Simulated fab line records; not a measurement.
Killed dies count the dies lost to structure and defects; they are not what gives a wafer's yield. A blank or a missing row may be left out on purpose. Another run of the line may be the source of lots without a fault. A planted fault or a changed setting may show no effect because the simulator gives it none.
fab line records    flow ritCmos
[record] lots = 7  wafers = 21  lastDay = 7
route steps=202 shown SPACER@128 NSD@131 PSD@142 M1@202
lots with no fault: from the same line, run without faults
startH: hours from the record's first day to the start of the lot's first wafer shown    waitH: hours since the lot's step before    " identical to the entry in the row above    L1.1+2: several wafers, shown together as one row    - value missing, or start not given    * or withheld: withheld    < > ~ a bound
route shown NAME@n: a module of which the file shows steps, and the number in the route of the first    usual: average and standard deviation across the fault-free wafers    same: alike in all rows    chamber/n: place in a boat    sites: readings site by site    _std_site: the standard deviation of these    _edge_site: mean of outer sites minus mean of inner sites    radiusMm: for every site, how far away it sits from the centre of the wafer    mask NAME#n: copy n    behind: the most recent tool/chamber to have shaped the wafer    hold: reason for holding the lot/hours on hold/outcome of the hold    device: whichever transistor did not switch (one of n, p or np)    end of line: the tests these same wafers got at the end of their route    step lacking rows: just its recipe    killed: at the first sort, the dies lost to defects and structure; wafer yield is something else    map: dies across one wafer; x = killed, . = not, _ = none there
set.NAME: the setting as run; set.NAME@STEP: as run at that earlier step    model.NAME: the simulator's own value behind a step, which no gauge read
certain route steps with their lots: each step a table, each wafer a row
services: the hour from which a tool's chamber was out of use, counted from the record's first day as startH (under 0 if before that day), plus the number of hours and why
[[steps]]
[step RIT_SPACER_CVD_03]
[recipe] material = Si3N4  targetThkNm = 250  tempC = 810  precursor = SiH2Cl2/NH3  timeS = 3300  pressureMtorr = 300  sih2cl2FlowSccm = 60  nh3FlowSccm = 150
[step RIT_SPACER_THK_MEAS_04]
[recipe] reads = Si3N4_of_SPACER_CVD_03
[usual] SPACER_NITRIDE_THK = 249.2/2.5
lot.wafer  tool          chamber  startH  waitH  SPACER_NITRIDE_THK[nm]
L515.1     filmMetro-01  -        77.80   0.0    249.9
L515.2     "             -        "       "      249.0
L515.4     "             -        "       "      250.3
L519.1     filmMetro-01  -        96.95   0.0    247.4
L519.3     "             -        "       "      245.9
L519.4     "             -        "       "      249.6
L520.2     filmMetro-03  -        102.56  0.0    244.7
L520.3     "             -        "       "      244.3
L520.6     "             -        "       "      244.9
L521.1     filmMetro-03  -        107.11  0.0    251.9
L521.4     "             -        "       "      249.7
L521.5     "             -        "       "      248.7
L526.2     filmMetro-01  -        132.11  0.0    249.2
L526.5     "             -        "       "      246.3
L526.6     "             -        "       "      246.0
L530.1     filmMetro-02  -        152.86  0.0    250.7
L530.2     "             -        "       "      246.8
L530.3     "             -        "       "      250.0
L531.2     filmMetro-02  -        161.09  0.0    250.3
L531.3     "             -        "       "      248.6
L531.6     "             -        "       "      250.6
[step RIT_SPACER_ETCHBACK_05]
[recipe] targetDepthA = 2500  SF6_flow_sccm = 30  CHF3_flow_sccm = 30  target = Si3N4  chemistry = SF6/CHF3  pressureMtorr = 40  rfW = 250  timeS = 240  stopOn = SiO2
[usual] drypumpMotorCurrentA = 5.7/0.4  oesProductAu = 0.842/0.013  throttleValvePct = 10.32/0.14
lot.wafer  tool        chamber  startH  waitH  drypumpMotorCurrentA  oesProductAu  rfHoursCounterH  throttleValvePct
L515.1     rieDiel-04  1        77.86   0.1    5.9                   0.842         28               10.05
L515.2     "           2        "       "      6.0                   0.848         37               10.25
L515.4     "           0        "       "      5.7                   0.835         121              10.49
L519.1     rieDiel-03  1        97.01   0.1    5.9                   0.837         126              10.44
L519.3     "           3        "       "      5.9                   0.814         44               10.33
L519.4     "           0        "       "      5.3                   0.873         116              10.40
L520.2     rieDiel-04  1        102.61  0.0    5.9                   0.840         29               10.05
L520.3     "           0        "       "      5.8                   0.818         121              10.46
L520.6     "           2        "       "      6.0                   0.835         -                10.25
L521.1     rieDiel-02  1        107.17  0.1    5.5                   0.848         65               10.56
L521.4     "           3        "       "      6.3                   0.857         15               10.24
L521.5     "           2        "       "      5.6                   0.839         -                10.37
L526.2     rieDiel-04  3        132.16  0.0    4.9                   0.839         112              10.18
L526.5     "           3        "       "      4.9                   0.833         -                10.17
L526.6     "           2        "       "      6.0                   0.841         -                10.24
L530.1     rieDiel-04  2        152.92  0.1    6.0                   0.854         38               10.24
L530.2     "           3        "       "      4.9                   0.828         113              10.17
L530.3     "           3        "       "      4.9                   0.841         -                10.18
L531.2     rieDiel-04  0        161.14  0.0    5.7                   0.827         122              10.49
L531.3     "           2        "       "      6.0                   0.842         38               10.25
L531.6     "           2        "       "      6.0                   0.849         -                10.23
[step RIT_NSD_HMDS_00]
[recipe] primeTimeS = 60  primeTempC = 140
[step RIT_NSD_COAT_01]
[recipe] resist = NOVOLAK  spinRpm = 3250  resistThkNm = 1000
[step RIT_NSD_SOFTBAKE_02]
[recipe] resist = NOVOLAK  tempC = 90  timeS = 60
[step RIT_NSD_EXPOSE_03]
[recipe] maskId = M9  na = 0.57  targetCdNm = 40700  doseMj = 250
[step RIT_NSD_PEB_04]
[recipe] resist = NOVOLAK  tempC = withheld  timeS = withheld
[step RIT_NSD_DEVELOP_05]
[recipe] resist = NOVOLAK  developTimeS = 50  devTempC = 23
[step RIT_NSD_OVL_MEAS_06]
[usual] NSD_OVL = -1.4/1.3
lot.wafer  tool        chamber  startH  waitH  NSD_OVL[nm]
L515.1     overlay-01  -        79.06   -      -0.8
L515.2     "           -        "       "      -2.6
L515.4     "           -        "       "      -1.2
L519.1     overlay-01  -        98.01   -      -2.1
L519.3     "           -        "       "      -2.1
L519.4     "           -        "       "      -1.1
L520.2     overlay-01  -        103.62  -      -0.5
L520.3     "           -        "       "      0.5
L520.6     "           -        "       "      -1.1
L521.1     overlay-01  -        108.30  -      -1.0
L521.4     "           -        "       "      -0.2
L521.5     "           -        "       "      0.6
L526.2     overlay-02  -        133.27  -      0.0
L526.5     "           -        "       "      0.3
L526.6     "           -        "       "      -0.4
L530.1     overlay-02  -        154.07  -      -0.7
L530.2     "           -        "       "      -2.8
L530.3     "           -        "       "      -2.3
L531.2     overlay-01  -        162.27  -      -3.3
L531.3     "           -        "       "      -3.1
L531.6     "           -        "       "      -2.8
[step RIT_NSD_HARDBAKE_07]
[recipe] resist = NOVOLAK  tempC = 140  timeS = 60
[step RIT_NSD_IMPLANT_08]
[recipe] species = P  energyKev = 25  doseCm2 = 1e+15  tiltDeg = 7
[step RIT_NSD_STRIP_09]
[recipe] chemistry = O2  timeS = 180  resist = NOVOLAK  platenTempC = withheld  powerW = 514.7  pressureMtorr = 4000  o2FlowSccm = 4000
[usual] chamberPressureMTorr = 4000/4.2  drypumpMotorCurrentA = 5.9/0.47  o2FlowSccm = 4001/13  rfReflPowerW = 7.6/0.99
lot.wafer  tool            chamber  startH  waitH  chamberPressureMTorr  drypumpMotorCurrentA  o2FlowSccm  rfHoursCounterH  rfReflPowerW  model.NOVOLAK_of_NSD_COAT_01.thkNm
L515.1     plasmaAsher-02  1        79.40   0.1    4001                  5.7                   3987        44               7.4           0
L515.2     "               0        "       "      4003                  5.8                   4008        44               7.7           0
L515.4     "               1        "       "      4002                  5.7                   4001        -                7.1           0
L519.1     plasmaAsher-02  1        98.34   0.1    -                     -                     -           -                -             881.8
L519.3     "               1        "       "      -                     -                     -           -                -             887
L519.4     "               0        "       "      -                     -                     -           -                -             884.9
L520.2     plasmaAsher-01  1        103.95  0.1    -                     -                     -           -                -             884.7
L520.3     "               1        "       "      -                     -                     -           -                -             884.2
L520.6     "               1        "       "      -                     -                     -           -                -             882.3
L521.1     plasmaAsher-02  0        108.63  0.1    -                     -                     -           -                -             889.4
L521.4     "               1        "       "      -                     -                     -           -                -             891.3
L521.5     "               1        "       "      -                     -                     -           -                -             885.6
L526.2     plasmaAsher-02  0        133.60  0.1    3999                  5.8                   4004        2                7.7           0
L526.5     "               1        "       "      4000                  5.7                   4004        -                6.9           0
L526.6     "               0        "       "      4004                  5.8                   4001        -                8.0           0
L530.1     plasmaAsher-03  0        154.40  0.1    3999                  6.5                   4005        48               5.7           0
L530.2     "               1        "       "      3999                  6.7                   3984        48               8.2           0
L530.3     "               0        "       "      3999                  6.4                   3997        -                5.7           0
L531.2     plasmaAsher-03  0        162.60  0.1    3995                  6.4                   3986        49               5.6           0
L531.3     "               1        "       "      4000                  6.7                   4009        -                8.1           0
L531.6     "               0        "       "      3997                  6.4                   3988        -                5.4           0
[step RIT_NSD_TW_MEAS_10]
[usual] NSD_TW = 3082/23
lot.wafer  tool          chamber  startH  waitH  NSD_TW
L515.1     filmMetro-02  -        79.57   0.1    3103
L515.2     "             -        "       "      3075
L515.4     "             -        "       "      3095
L519.1     filmMetro-03  -        98.52   0.1    3045
L519.3     "             -        "       "      3053
L519.4     "             -        "       "      3064
L520.2     filmMetro-03  -        104.13  0.1    3067
L520.3     "             -        "       "      3064
L520.6     "             -        "       "      3053
L521.1     filmMetro-03  -        108.81  0.1    3054
L521.4     "             -        "       "      3066
L521.5     "             -        "       "      3052
L526.2     filmMetro-02  -        133.79  0.1    3104
L526.5     "             -        "       "      3100
L526.6     "             -        "       "      3109
L530.1     filmMetro-02  -        154.58  0.1    3094
L530.2     "             -        "       "      3111
L530.3     "             -        "       "      3120
L531.2     filmMetro-02  -        162.79  0.1    3116
L531.3     "             -        "       "      3110
L531.6     "             -        "       "      3105
[step RIT_PSD_HMDS_00]
[recipe] primeTimeS = 60  primeTempC = 140
[step RIT_PSD_COAT_01]
[recipe] resist = NOVOLAK  spinRpm = 3191  resistThkNm = 1000
[step RIT_PSD_SOFTBAKE_02]
[recipe] resist = NOVOLAK  tempC = 90  timeS = 60
[step RIT_PSD_EXPOSE_03]
[recipe] maskId = M10  na = 0.57  targetCdNm = 40900  doseMj = 250
[step RIT_PSD_PEB_04]
[recipe] resist = NOVOLAK  tempC = withheld  timeS = withheld
[step RIT_PSD_DEVELOP_05]
[recipe] resist = NOVOLAK  developTimeS = 50  devTempC = 23
[step RIT_PSD_OVL_MEAS_06]
[usual] PSD_OVL = -0.2/1.2
lot.wafer  tool        chamber  startH  waitH  PSD_OVL[nm]
L515.1     overlay-02  -        80.69   -      0.2
L515.2     "           -        "       "      0.3
L515.4     "           -        "       "      -0.5
L519.1     overlay-02  -        99.55   -      -0.8
L519.3     "           -        "       "      0.1
L519.4     "           -        "       "      1.0
L520.2     overlay-02  -        105.04  -      0.3
L520.3     "           -        "       "      1.4
L520.6     "           -        "       "      0.4
L521.1     overlay-02  -        109.84  -      -0.6
L521.4     "           -        "       "      -2.2
L521.5     "           -        "       "      2.0
L526.2     overlay-02  -        134.69  -      0.5
L526.5     "           -        "       "      -1.3
L526.6     "           -        "       "      -0.8
L530.1     overlay-02  -        155.61  -      -3.1
L530.2     "           -        "       "      -1.5
L530.3     "           -        "       "      -0.5
L531.2     overlay-02  -        163.69  -      1.8
L531.3     "           -        "       "      -0.5
L531.6     "           -        "       "      0.2
[step RIT_PSD_HARDBAKE_07]
[recipe] resist = NOVOLAK  tempC = 140  timeS = 60
[step RIT_PSD_IMPLANT_08]
[recipe] species = BF2  energyKev = 27  doseCm2 = 5e+15  tiltDeg = 7
[step RIT_PSD_STRIP_09]
[recipe] chemistry = O2  timeS = 180  resist = NOVOLAK  platenTempC = withheld  powerW = 500  pressureMtorr = 4000  o2FlowSccm = 4000
[usual] chamberPressureMTorr = 4000/3.8  drypumpMotorCurrentA = 5.6/0.61  o2FlowSccm = 4002/12  rfReflPowerW = 6.8/1.4
lot.wafer  tool            chamber  startH  waitH  chamberPressureMTorr  drypumpMotorCurrentA  o2FlowSccm  rfHoursCounterH  rfReflPowerW
L515.1     plasmaAsher-01  0        81.02   0.1    3999                  5.2                   4000        29               8.8
L515.2     "               1        "       "      3995                  5.7                   4015        29               7.0
L515.4     "               1        "       "      3995                  5.7                   4002        -                7.2
L519.1     plasmaAsher-04  1        99.89   0.1    4003                  4.9                   3998        46               5.7
L519.3     "               0        "       "      4001                  5.4                   3982        -                5.3
L519.4     "               1        "       "      3999                  4.9                   4004        -                5.7
L520.2     plasmaAsher-04  0        105.37  0.1    3997                  5.4                   4004        47               5.5
L520.3     "               1        "       "      4000                  4.9                   3987        -                5.4
L520.6     "               1        "       "      4005                  4.9                   3995        -                5.3
L521.1     plasmaAsher-04  0        110.18  0.1    3999                  5.4                   4000        48               5.5
L521.4     "               1        "       "      3996                  4.9                   4001        -                5.3
L521.5     "               1        "       "      3995                  4.9                   3991        -                5.4
L526.2     plasmaAsher-04  1        135.05  0.1    3999                  4.9                   4020        52               5.3
L526.5     "               1        "       "      3997                  4.9                   4027        -                5.5
L526.6     "               0        "       "      4001                  5.4                   3988        -                5.3
L530.1     plasmaAsher-03  0        155.95  0.1    4004                  6.4                   4005        48               5.5
L530.2     "               1        "       "      4003                  6.7                   3995        48               8.0
L530.3     "               0        "       "      3998                  6.4                   4000        -                5.7
L531.2     plasmaAsher-01  0        164.02  0.1    3999                  5.2                   4014        39               8.8
L531.3     "               0        "       "      4003                  5.2                   3993        -                8.9
L531.6     "               1        "       "      3993                  5.7                   4000        -                7.3
[step RIT_PSD_TW_MEAS_10]
[usual] PSD_TW = 3380/20
lot.wafer  tool          chamber  startH  waitH  hold                     PSD_TW
L515.1     filmMetro-03  -        81.20   0.1    -                        3374
L515.2     "             -        "       "      -                        3382
L515.4     "             -        "       "      -                        3360
L519.1     filmMetro-02  -        100.06  0.1    awaitDispo/0.2h/release  30
L519.3     "             -        "       "      awaitDispo/0.2h/release  30
L519.4     "             -        "       "      awaitDispo/0.2h/release  30
L519.1     filmMetro-02  -        100.29  0.2    -                        30
L519.3     "             -        "       "      -                        30
L519.4     "             -        "       "      -                        30
L520.2     filmMetro-04  -        105.56  0.1    awaitDispo/0.2h/release  30
L520.3     "             -        "       "      awaitDispo/0.2h/release  29
L520.6     "             -        "       "      awaitDispo/0.2h/release  30
L520.2     filmMetro-04  -        105.78  0.2    -                        30
L520.3     "             -        "       "      -                        30
L520.6     "             -        "       "      -                        30
L521.1     filmMetro-04  -        110.36  0.1    awaitDispo/0.2h/release  29
L521.4     "             -        "       "      awaitDispo/0.2h/release  29
L521.5     "             -        "       "      awaitDispo/0.2h/release  30
L521.1     filmMetro-04  -        110.58  0.2    -                        30
L521.4     "             -        "       "      -                        30
L521.5     "             -        "       "      -                        30
L526.2     filmMetro-04  -        135.23  0.1    -                        3367
L526.5     "             -        "       "      -                        3361
L526.6     "             -        "       "      -                        3365
L530.1     filmMetro-02  -        156.12  0.1    -                        3414
L530.2     "             -        "       "      -                        3404
L530.3     "             -        "       "      -                        3395
L531.2     filmMetro-03  -        164.21  0.1    -                        3360
L531.3     "             -        "       "      -                        3354
L531.6     "             -        "       "      -                        3375
[step RIT_M1_PROBE_99]
[usual] defectLimitedYield = 97.3/1.2  killed_at_M0_to_M3 = 0.0/0.16  killedAtFrontEnd = 7/3.1  killedDies = 7/3.1  killedOpen = 3.5/2.1  killedShort = 3.5/2  sort_bin_3_pad_short = 0.1/0.2  sort_bin_5_function = 1.5/0.85  sort_bin_6_memory = 1.0/0.68  sortNPass = 257/3.1  sortYieldPct = 97.3/1.2
[same] grossDies = 264  killed_at_M4_up = 0  killedAtBackSide = 0  killedAtContacts = 0  killedAtOther = 0
lot.wafer  tool       chamber  startH  waitH  defectLimitedYield[%]  killed_at_M0_to_M3  killedAtFrontEnd  killedDies  killedOpen  killedShort  sort_bin_3_pad_short[%]  sort_bin_5_function[%]  sort_bin_6_memory[%]  sortNPass  sortYieldPct[%]
L515.1     prober-01  -        89.05   0.1    96.2                   0                   10                10          3           7            0.4                      1.9                     1.5                   254        96.2
L515.2     prober-01  -        89.10   0.1    97.0                   1                   7                 8           1           6            0.4                      2.3                     0.4                   256        97.0
L515.4     prober-01  -        89.20   0.2    95.1                   0                   13                13          9           4            0.4                      3.4                     1.1                   251        95.1
L530.1     prober-02  -        164.22  0.1    99.2                   0                   2                 2           1           1            0                        0.8                     0                     262        99.2
L530.2     prober-02  -        164.27  0.1    98.1                   0                   5                 5           3           2            0                        1.5                     0.4                   259        98.1
L530.3     prober-02  -        164.32  0.2    97.7                   0                   6                 6           1           4            0                        1.9                     0.4                   258        97.7
// killed by level:class
L515.1 SILICIDE:geometricParticle:short=3 FOX1:geometricParticle:open=2 GATE:geometricParticle:short=2 REOX:geometricParticle:short=2 REOX:geometricParticle:open=1
L515.2 REOX:geometricParticle:short=4 FOX2:geometricParticle:short=1 SPACER:geometricParticle:open=1 SILICIDE:geometricParticle:short=1 M1:coatMicrobubblePrinted=1
L515.4 GATE:geometricParticle:open=4 REOX:geometricParticle:open=4 GATE:geometricParticle:short=3 REOX:geometricParticle:short=1 SILICIDE:geometricParticle:open=1
L530.1 GATE:geometricParticle:open=1 GATE:geometricParticle:short=1
L530.2 GATE:geometricParticle:short=2 GATE:geometricParticle:open=1 REOX:geometricParticle:open=1 SILICIDE:geometricParticle:open=1
L530.3 GATE:geometricParticle:short=4 GATE:geometricParticle:open=1 NLDD:coatMicrobubblePrinted=1
[[services]]
tool            chamber  startH  hours  kind
plasmaAsher-04  -        68.29   2.8    pm
plasmaAsher-02  -        91.14   0.5    repair
plasmaAsher-03  -        93.48   28.1   pm
plasmaAsher-02  -        104.86  3.3    repair
plasmaAsher-02  -        105.39  0.4    repair
plasmaAsher-02  -        108.81  9.0    pm
plasmaAsher-02  0        108.81  9.0    ventCycle
plasmaAsher-02  1        108.81  9.0    ventCycle
rieDiel-03      0        111.88  6.7    repair
plasmaAsher-02  0        117.81  -      clean
plasmaAsher-02  1        117.81  -      clean
rieDiel-04      1        117.84  48.6   repair
rieDiel-04      2        117.98  7.4    repair
rieDiel-04      2        125.64  3.9    repair
rieDiel-03      0        128.77  15.3   repair
plasmaAsher-03  -        144.28  5.9    repair
rieDiel-04      0        146.58  7.0    repair
[[key]]
[firstSign] step = RIT_NSD_STRIP_09  reading = toolRecord  direction = missing
[effect] step = RIT_PSD_TW_MEAS_10  reading = visit  direction = added
[effect] step = RIT_PSD_TW_MEAS_10  reading = PSD_TW  direction = down  sigmas = 99+  usual = 3380  struck = 30
[modelEffect] step = RIT_NSD_STRIP_09  value = NOVOLAK_of_NSD_COAT_01.thkNm  without = 0  struck = 885.7
metAt RIT_NSD_STRIP_09
struckWafers L519.1,L519.3,L519.4,L520.2,L520.3,L520.6,L521.1,L521.4,L521.5
scrappedBehind RIT_PSD_TW_MEAS_10 L519.1,L519.3,L519.4,L520.2,L520.3,L520.6,L521.1,L521.4,L521.5
onsetBetween 79.40 98.34
[fault] kind = skippedStepWhole  tool = plasmaAsher-01,plasmaAsher-02  chamber = -  onsetH = 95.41  steps = RIT_NSD_STRIP_09  scope = struckLotsOnly
